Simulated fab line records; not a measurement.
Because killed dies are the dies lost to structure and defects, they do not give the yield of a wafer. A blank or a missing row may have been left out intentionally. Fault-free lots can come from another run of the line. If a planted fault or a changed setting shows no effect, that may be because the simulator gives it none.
fab line records -- flow berkeley-cmos170
record lots=13, wafers=39, last-day=12
route steps=331 shown PVT@121 PLDD@155 SPACER@171 V1@269
lots untouched by any fault: they come from a run of this same line in which no faults occurred
start-h: hours from the record's first day to the start of the lot's first wafer shown -- wait-h: how many hours have passed since the lot's step before this one -- " the same as in the row above -- L1.1+2: a row that stands for several wafers -- - no value, or no start was given -- * or withheld: withheld -- < > ~ a bound
route shown NAME@n: NAME is a module with steps in the file, n the number in the route of the first one -- usual: mean/standard deviation taken from wafers without a fault -- same: alike in all rows -- chamber/n: place in a boat -- sites: readings site by site -- _std_site: the values' standard deviation -- _edge_site: the outer-site mean with the inner-site mean subtracted -- radius-mm: how far each site lies from the wafer's centre -- mask NAME#n: copy n -- behind: tool/chamber where the wafer was last shaped -- hold: reason for holding the lot/hours on hold/outcome of the hold -- device: the transistor (n, p or np) that didn't switch -- end of line: the tests these same wafers got at the end of their route -- step lacking rows: just its recipe -- killed: dies that structure and defects cost at the first sort, which is not the same as the wafer's yield -- map: dies across one wafer; x = killed, . = not, _ = none there
set.NAME: the run value of the setting; set.NAME@STEP: its run value at that earlier step -- model.NAME: the simulator's own value behind a step, which no gauge read
one table for each step of the route and one row for each wafer, over a sample of lots
services: a tool's chamber out of use, with start hour (start-h, from the record's first day; less than 0 if before it), hours out, and reason
## steps
# step UCB170_PVT_OVL_MEAS_06
# usual PVT_OVL=0/5.4
lot.wafer,tool,chamber,start-h,wait-h,PVT_OVL[nm]
L870.1,overlay-02,-,116.51,-,-9
L870.5,overlay-02,-,116.51,-,-13
L870.6,overlay-02,-,116.51,-,-2
L871.2,overlay-01,-,130.59,-,5
L871.4,overlay-01,-,130.59,-,1
L871.5,overlay-01,-,130.59,-,2
L872.1,overlay-01,-,131.65,-,1
L872.2,overlay-01,-,131.65,-,8
L872.6,overlay-01,-,131.65,-,-4
L873.2,overlay-01,-,131.93,-,12
L873.3,overlay-01,-,131.93,-,-2
L873.4,overlay-01,-,131.93,-,6
L875.2,overlay-01,-,139.61,-,9
L875.3,overlay-01,-,139.61,-,2
L875.4,overlay-01,-,139.61,-,1
L880.3,overlay-01,-,155.36,-,-1
L880.5,overlay-01,-,155.36,-,-8
L880.6,overlay-01,-,155.36,-,-11
L877.1,overlay-01,-,155.58,-,0
L877.2,overlay-01,-,155.58,-,-2
L877.6,overlay-01,-,155.58,-,1
L878.2,overlay-02,-,155.90,-,3
L878.4,overlay-02,-,155.90,-,3
L878.5,overlay-02,-,155.90,-,2
L879.1,overlay-02,-,156.58,-,-2
L879.2,overlay-02,-,156.58,-,-8
L879.5,overlay-02,-,156.58,-,1
L881.1,overlay-01,-,163.25,-,-11
L881.4,overlay-01,-,163.25,-,-3
L881.5,overlay-01,-,163.25,-,8
L882.1,overlay-01,-,174.65,-,14
L882.5,overlay-01,-,174.65,-,7
L882.6,overlay-01,-,174.65,-,5
L888.1,overlay-02,-,206.08,-,5
L888.2,overlay-02,-,206.08,-,8
L888.5,overlay-02,-,206.08,-,3
L893.1,overlay-02,-,229.87,-,-5
L893.2,overlay-02,-,229.87,-,6
L893.4,overlay-02,-,229.87,-,3
# step UCB170_PLDD_STRIP_10
# recipe chemistry=O2, power-w=400, pressure-mtorr=3500, platen-temp-c=withheld, o2-flow-sccm=400, overash-fraction=0.5
# usual drypump-motor-current-A=5.4/0.39, oes-product-au=0.734/0.0049, strip-time-to-endpoint-s=21.67/0.065
lot.wafer,tool,chamber,start-h,wait-h,drypump-motor-current-A,oes-product-au,rf-hours-counter-h,strip-time-to-endpoint-s
L870.1,plasma-asher-01,0,132.22,0.1,5.3,0.735,2,21.60
L870.5,plasma-asher-01,0,132.22,0.1,5.3,0.737,-,21.69
L870.6,plasma-asher-01,1,132.22,0.1,5.4,0.732,-,21.64
L871.2,plasma-asher-03,1,145.14,0.1,4.9,0.736,41,21.67
L871.4,plasma-asher-03,1,145.14,0.1,4.9,0.728,-,21.63
L871.5,plasma-asher-03,1,145.14,0.1,4.9,0.742,-,21.67
L873.2,plasma-asher-01,0,145.41,0.1,5.3,0.737,3,21.69
L873.3,plasma-asher-01,0,145.41,0.1,5.3,0.732,-,21.66
L873.4,plasma-asher-01,1,145.41,0.1,5.4,0.725,-,21.68
L872.1,plasma-asher-03,1,145.51,0.1,4.9,0.731,41,21.69
L872.2,plasma-asher-03,0,145.51,0.1,5.6,0.727,41,21.68
L872.6,plasma-asher-03,1,145.51,0.1,4.9,0.741,-,21.68
L875.2,plasma-asher-03,0,155.07,0.1,5.6,0.742,42,21.61
L875.3,plasma-asher-03,0,155.07,0.1,5.6,0.739,-,21.58
L875.4,plasma-asher-03,1,155.07,0.1,4.9,0.735,-,21.53
L879.1,plasma-asher-03,0,168.84,0.1,5.7,0.741,45,21.73
L879.2,plasma-asher-03,1,168.84,0.1,4.9,0.733,45,21.74
L879.5,plasma-asher-03,0,168.84,0.1,5.6,0.732,-,21.74
L880.3,plasma-asher-02,0,169.15,0.1,5.1,0.731,-,21.68
L880.5,plasma-asher-02,0,169.15,0.1,5.1,0.727,-,21.73
L880.6,plasma-asher-02,1,169.15,0.1,6.1,0.739,-,21.76
L877.1,plasma-asher-03,0,169.19,0.1,5.6,0.744,45,21.66
L877.2,plasma-asher-03,1,169.19,0.1,4.9,0.739,45,21.64
L877.6,plasma-asher-03,0,169.19,0.1,5.6,0.742,-,21.58
L878.2,plasma-asher-02,1,169.28,0.1,6.1,0.744,49,21.80
L878.4,plasma-asher-02,1,169.28,0.1,6.1,0.735,-,21.74
L878.5,plasma-asher-02,1,169.28,0.1,6.1,0.729,-,21.73
L881.1,plasma-asher-03,0,178.33,0.1,5.6,0.735,46,21.65
L881.4,plasma-asher-03,0,178.33,0.1,5.6,0.734,-,21.63
L881.5,plasma-asher-03,0,178.33,0.1,5.6,0.732,-,21.66
L882.1,plasma-asher-01,0,189.76,0.1,5.2,0.723,8,21.79
L882.5,plasma-asher-01,1,189.76,0.1,5.4,0.731,-,21.80
L882.6,plasma-asher-01,0,189.76,0.1,5.2,0.732,-,21.76
L888.1,plasma-asher-02,0,221.11,0.1,5.1,0.732,56,21.65
L888.2,plasma-asher-02,1,221.11,0.1,6.1,0.739,56,21.64
L888.5,plasma-asher-02,1,221.11,0.1,6.1,0.746,-,21.71
L893.1,plasma-asher-02,1,243.68,0.1,6.1,0.731,59,21.67
L893.2,plasma-asher-02,0,243.68,0.1,5.1,0.733,59,21.73
L893.4,plasma-asher-02,1,243.68,0.1,6.1,0.734,-,21.77
# step UCB170_SPACER_CVD_00
# recipe material=SiO2, target-thk-nm=376, temp-c=390, precursor=TEOS/O2, time-s=48.07, rf-w=550, pressure-mtorr=9000
# usual heater-power-w=276/62
lot.wafer,tool,chamber,start-h,wait-h,heater-power-w
L870.1,pecvd-01,0,137.74,0.0,340
L870.5,pecvd-01,1,137.74,0.0,154
L870.6,pecvd-01,2,137.74,0.0,324
L871.2,pecvd-03,0,147.90,0.0,227
L871.4,pecvd-03,2,147.90,0.0,339
L871.5,pecvd-03,1,147.90,0.0,220
L873.2,pecvd-01,0,148.17,0.0,294
L873.3,pecvd-01,1,148.17,0.0,181
L873.4,pecvd-01,0,148.17,0.0,312
L872.1,pecvd-03,2,148.36,0.0,378
L872.2,pecvd-03,0,148.36,0.0,220
L872.6,pecvd-03,2,148.36,0.0,387
L875.2,pecvd-03,2,158.22,0.0,349
L875.3,pecvd-03,1,158.22,0.0,265
L875.4,pecvd-03,0,158.22,0.0,213
L879.1,pecvd-03,1,171.07,0.0,204
L879.2,pecvd-03,2,171.07,0.0,299
L879.5,pecvd-03,0,171.07,0.0,189
L880.3,pecvd-02,0,171.42,0.0,248
L880.5,pecvd-02,2,171.42,0.0,296
L880.6,pecvd-02,0,171.42,0.0,271
L877.1,pecvd-01,1,171.59,0.0,167
L877.2,pecvd-01,2,171.59,0.0,266
L877.6,pecvd-01,2,171.59,0.0,293
L878.2,pecvd-03,2,171.78,0.0,334
L878.4,pecvd-03,0,171.78,0.0,188
L878.5,pecvd-03,2,171.78,0.0,341
L881.1,pecvd-03,2,181.90,0.0,321
L881.4,pecvd-03,0,181.90,0.0,219
L881.5,pecvd-03,2,181.90,0.0,340
L882.1,pecvd-03,2,192.19,0.0,330
L882.5,pecvd-03,0,192.19,0.0,224
L882.6,pecvd-03,2,192.19,0.0,348
L888.1,pecvd-03,0,223.20,0.0,188
L888.2,pecvd-03,2,223.20,0.0,331
L888.5,pecvd-03,2,223.20,0.0,346
L893.1,pecvd-02,2,247.48,0.0,259
L893.2,pecvd-02,1,247.48,0.0,270
L893.4,pecvd-02,1,247.48,0.0,181
# step UCB170_SPACER_THK_MEAS_01
# recipe reads=SiO2_of_SPACER_CVD_00
# usual SPACER_TEOS_THK=385/5.6
lot.wafer,tool,chamber,start-h,wait-h,SPACER_TEOS_THK[nm]
L870.1,film-metro-04,-,137.79,0.0,379
L870.5,film-metro-04,-,137.79,0.0,390
L870.6,film-metro-04,-,137.79,0.0,387
L871.2,film-metro-02,-,147.95,0.0,383
L871.4,film-metro-02,-,147.95,0.0,386
L871.5,film-metro-02,-,147.95,0.0,385
L873.2,film-metro-03,-,148.22,0.0,385
L873.3,film-metro-03,-,148.22,0.0,382
L873.4,film-metro-03,-,148.22,0.0,391
L872.1,film-metro-02,-,148.41,0.0,389
L872.2,film-metro-02,-,148.41,0.0,386
L872.6,film-metro-02,-,148.41,0.0,392
L875.2,film-metro-03,-,158.27,0.0,379
L875.3,film-metro-03,-,158.27,0.0,377
L875.4,film-metro-03,-,158.27,0.0,388
L879.1,film-metro-02,-,171.11,0.0,384
L879.2,film-metro-02,-,171.11,0.0,382
L879.5,film-metro-02,-,171.11,0.0,389
L880.3,film-metro-02,-,171.48,0.0,389
L880.5,film-metro-02,-,171.48,0.0,386
L880.6,film-metro-02,-,171.48,0.0,388
L877.1,film-metro-04,-,171.64,0.0,383
L877.2,film-metro-04,-,171.64,0.0,378
L877.6,film-metro-04,-,171.64,0.0,386
L878.2,film-metro-03,-,171.84,0.0,378
L878.4,film-metro-03,-,171.84,0.0,386
L878.5,film-metro-03,-,171.84,0.0,385
L881.1,film-metro-04,-,181.97,0.0,387
L881.4,film-metro-04,-,181.97,0.0,391
L881.5,film-metro-04,-,181.97,0.0,395
L882.1,film-metro-03,-,192.25,0.0,382
L882.5,film-metro-03,-,192.25,0.0,386
L882.6,film-metro-03,-,192.25,0.0,389
L888.1,film-metro-03,-,223.24,0.0,493
L888.2,film-metro-03,-,223.24,0.0,372
L888.5,film-metro-03,-,223.24,0.0,374
L893.1,film-metro-04,-,247.53,0.0,382
L893.2,film-metro-04,-,247.53,0.0,384
L893.4,film-metro-04,-,247.53,0.0,390
# step UCB170_SPACER_ETCHBACK_03
# recipe stop-on=Si, target=SiO2, chemistry=CHF3/CF4/Ar, CHF3_flow_sccm=50, cf4-flow-sccm=10, Ar_flow_sccm=120, pressure-mtorr=200, rf-w=500, target-depth-a=3760, time-s=100
# usual drypump-motor-current-A=5.49/0.29, oes-product-au=0.914/0.018, throttle-valve-pct=6.41/0.098
lot.wafer,tool,chamber,start-h,wait-h,drypump-motor-current-A,oes-product-au,rf-hours-counter-h,throttle-valve-pct
L870.1,rie-diel-04,0,142.24,0.0,5.85,0.909,91,6.44
L870.5,rie-diel-04,3,142.24,0.0,5.07,0.940,-,6.38
L870.6,rie-diel-04,0,142.24,0.0,5.89,0.932,-,6.44
L871.2,rie-diel-04,1,150.78,0.0,5.79,0.903,134,6.62
L871.4,rie-diel-04,2,150.78,0.0,5.02,0.918,59,6.41
L871.5,rie-diel-04,2,150.78,0.0,5.10,0.928,-,6.39
L873.2,rie-diel-03,3,150.78,0.0,5.48,0.900,81,6.41
L873.3,rie-diel-03,2,150.78,0.0,5.17,0.914,139,6.27
L873.4,rie-diel-03,0,150.78,0.0,5.43,0.897,38,6.43
L872.1,rie-diel-03,3,150.85,0.1,5.52,0.920,82,6.40
L872.2,rie-diel-03,2,150.85,0.1,5.17,0.915,139,6.27
L872.6,rie-diel-03,2,150.85,0.1,5.18,0.933,-,6.27
L875.2,rie-diel-01,3,161.90,0.0,5.50,0.907,134,6.26
L875.3,rie-diel-01,0,161.90,0.0,5.29,0.929,134,6.46
L875.4,rie-diel-01,2,161.90,0.0,5.98,0.921,2,6.47
L879.1,rie-diel-03,1,175.30,0.0,5.63,0.901,109,6.29
L879.2,rie-diel-03,0,175.30,0.0,5.45,0.881,39,6.43
L879.5,rie-diel-03,1,175.30,0.0,5.65,0.910,-,6.29
L877.1,rie-diel-04,2,175.33,0.0,5.03,0.923,60,6.41
L877.2,rie-diel-04,3,175.33,0.0,5.03,0.917,137,6.37
L877.6,rie-diel-04,0,175.33,0.0,5.88,0.919,-,6.46
L878.2,rie-diel-01,1,175.33,0.0,5.49,0.906,86,6.36
L878.4,rie-diel-01,0,175.33,0.0,5.28,0.942,135,6.44
L878.5,rie-diel-01,0,175.33,0.0,5.29,0.956,-,6.45
L880.3,rie-diel-03,2,175.37,0.1,5.18,0.917,140,6.25
L880.5,rie-diel-03,0,175.37,0.1,5.46,0.899,-,6.42
L880.6,rie-diel-03,3,175.37,0.1,5.47,0.913,-,6.40
L881.1,rie-diel-01,2,187.50,0.0,5.97,0.917,4,6.48
L881.4,rie-diel-01,0,187.50,0.0,5.28,0.959,135,6.48
L881.5,rie-diel-01,0,187.50,0.0,5.28,0.964,-,6.47
L882.1,rie-diel-01,1,198.03,0.0,5.48,0.917,86,6.35
L882.5,rie-diel-01,1,198.03,0.0,5.50,0.917,-,6.37
L882.6,rie-diel-01,2,198.03,0.0,5.98,0.925,-,6.47
L888.1,rie-diel-04,2,228.56,0.0,5.09,1.003,62,6.42
L888.2,rie-diel-04,0,228.56,0.0,5.91,0.907,95,6.44
L888.5,rie-diel-04,1,228.56,0.0,5.78,0.894,-,6.64
L893.1,rie-diel-04,0,252.11,0.0,5.90,0.916,96,6.44
L893.2,rie-diel-04,1,252.11,0.0,5.78,0.889,138,6.62
L893.4,rie-diel-04,0,252.11,0.0,5.90,0.929,-,6.45
# step UCB170_V1_STRIP_15
# recipe chemistry=O2, power-w=400, pressure-mtorr=3500, platen-temp-c=withheld, o2-flow-sccm=400, overash-fraction=0.5
# usual drypump-motor-current-A=5.5/0.46, oes-product-au=0.721/0.0046, strip-time-to-endpoint-s=15.36/0.14
lot.wafer,tool,chamber,start-h,wait-h,drypump-motor-current-A,oes-product-au,rf-hours-counter-h,strip-time-to-endpoint-s
L870.1,plasma-asher-04,0,164.04,0.1,5.3,0.714,39,15.37
L870.5,plasma-asher-04,1,164.04,0.1,6.4,0.720,-,15.45
L870.6,plasma-asher-04,0,164.04,0.1,5.3,0.729,-,15.18
L871.2,plasma-asher-01,1,173.20,0.1,5.4,0.718,5,15.35
L871.4,plasma-asher-01,1,173.20,0.1,5.4,0.722,-,15.44
L871.5,plasma-asher-01,0,173.20,0.1,5.3,0.714,-,15.37
L872.1,plasma-asher-03,1,173.37,0.1,4.9,0.716,45,15.38
L872.2,plasma-asher-03,0,173.37,0.1,5.7,0.716,45,15.45
L872.6,plasma-asher-03,0,173.37,0.1,5.7,0.728,-,15.19
L873.2,plasma-asher-04,1,173.48,0.1,6.3,0.723,40,15.28
L873.3,plasma-asher-04,1,173.48,0.1,6.4,0.720,-,15.44
L873.4,plasma-asher-04,0,173.48,0.1,5.3,0.718,-,15.24
L875.2,plasma-asher-01,1,179.34,0.1,5.4,0.716,6,15.23
L875.3,plasma-asher-01,1,179.34,0.1,5.4,0.717,-,15.44
L875.4,plasma-asher-01,0,179.34,0.1,5.3,0.721,-,15.34
L877.1,plasma-asher-01,1,196.98,0.1,5.4,0.722,8,15.21
L877.2,plasma-asher-01,0,196.98,0.1,5.2,0.727,8,15.16
L877.6,plasma-asher-01,0,196.98,0.1,5.2,0.719,-,15.43
L878.2,plasma-asher-04,1,197.12,0.1,6.4,0.728,43,15.49
L878.4,plasma-asher-04,1,197.12,0.1,6.4,0.721,-,15.26
L878.5,plasma-asher-04,0,197.12,0.1,5.3,0.725,-,15.21
L879.1,plasma-asher-03,1,197.26,0.1,4.9,0.723,48,15.44
L879.2,plasma-asher-03,0,197.26,0.1,5.6,0.720,48,15.60
L879.5,plasma-asher-03,1,197.26,0.1,4.9,0.719,-,15.28
L880.3,plasma-asher-01,1,197.43,0.1,5.4,0.719,-,15.36
L880.5,plasma-asher-01,0,197.43,0.1,5.3,0.722,-,15.17
L880.6,plasma-asher-01,1,197.43,0.1,5.4,0.723,-,15.38
L881.1,plasma-asher-03,0,205.93,0.1,5.7,0.727,49,15.25
L881.4,plasma-asher-03,1,205.93,0.1,4.9,0.722,-,15.37
L881.5,plasma-asher-03,0,205.93,0.1,5.7,0.729,-,15.34
L882.1,plasma-asher-04,0,218.89,0.1,5.3,0.732,46,15.52
L882.5,plasma-asher-04,0,218.89,0.1,5.3,0.716,-,15.45
L882.6,plasma-asher-04,1,218.89,0.1,6.4,0.730,-,15.54
L888.2,plasma-asher-01,0,245.79,0.1,5.3,0.714,14,15.59
L888.5,plasma-asher-01,0,245.79,0.1,5.2,0.719,-,15.53
L893.1,plasma-asher-03,0,271.78,0.1,5.6,0.718,55,15.41
L893.2,plasma-asher-03,1,271.78,0.1,4.9,0.724,55,15.33
L893.4,plasma-asher-03,1,271.78,0.1,4.9,0.720,-,15.25
## services
tool,chamber,start-h,hours,kind
plasma-asher-01,-,108.75,9.0,pm
rie-diel-04,1,110.23,4.1,repair
rie-diel-03,3,125.53,4.9,repair
pecvd-03,2,126.28,10.4,repair
rie-diel-03,1,133.39,4.7,repair
rie-diel-03,0,135.29,7.5,repair
rie-diel-01,3,145.47,6.0,repair
rie-diel-01,1,147.38,10.7,repair
rie-diel-01,-,162.92,2.8,pm
plasma-asher-01,-,163.66,9.1,repair
rie-diel-04,3,169.45,1.2,repair
pecvd-03,1,172.65,22.3,repair
rie-diel-01,1,189.59,2.8,repair
plasma-asher-03,-,199.62,1.3,repair
rie-diel-01,0,201.81,10.4,repair
rie-diel-04,-,202.55,14.6,pm
plasma-asher-01,-,205.54,1.5,repair
rie-diel-03,2,210.61,5.7,repair
pecvd-01,1,212.11,2.4,repair
rie-diel-03,3,221.04,6.2,repair
plasma-asher-03,-,227.13,12.4,repair
plasma-asher-03,-,232.44,3.0,repair
plasma-asher-01,-,237.56,0.7,repair
plasma-asher-03,-,258.98,2.3,repair
## key
first-sign step=UCB170_SPACER_THK_MEAS_01, reading=SPACER_TEOS_THK, direction=up, sigmas=19, usual=385, struck=493
effect step=UCB170_SPACER_ETCHBACK_03, reading=oes-product-au, direction=up, sigmas=5, usual=0.914, struck=1.003
met-at UCB170_SPACER_CVD_00
struck-lots L888
struck-wafers L888.1
later-rows-left-out L888.1
sort-left-out L888.1
tester-left-out L888
not-acting-at UCB170_PVT_OVL_MEAS_06,UCB170_PLDD_STRIP_10,UCB170_V1_STRIP_15
onset-between 192.19 223.20
fault kind=process-parameter-drift, tool=pecvd-03, chamber=0, onset-h=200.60, steps=UCB170_SPACER_CVD_00, channel=target-thk-nm, offset=120.15, shape=step, end-h=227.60, acts-in=these-recipes-only, stated=376
# tester-left-out: of these lots the tester's yield and bins aren't shown, on N5 and GAA mostly nor the transistor test; their killed dies are dies lost to structure and defects alone, not to doping, threshold or leakage, so they don't give the yield
# sort-left-out: the simulated sort isn't trusted on such a fault, so these wafers' sort isn't shown, and their yield isn't known
# later-rows-left-out: the simulator's readings of these wafers behind a module that went badly wrong aren't trusted and aren't shown, but for the sort
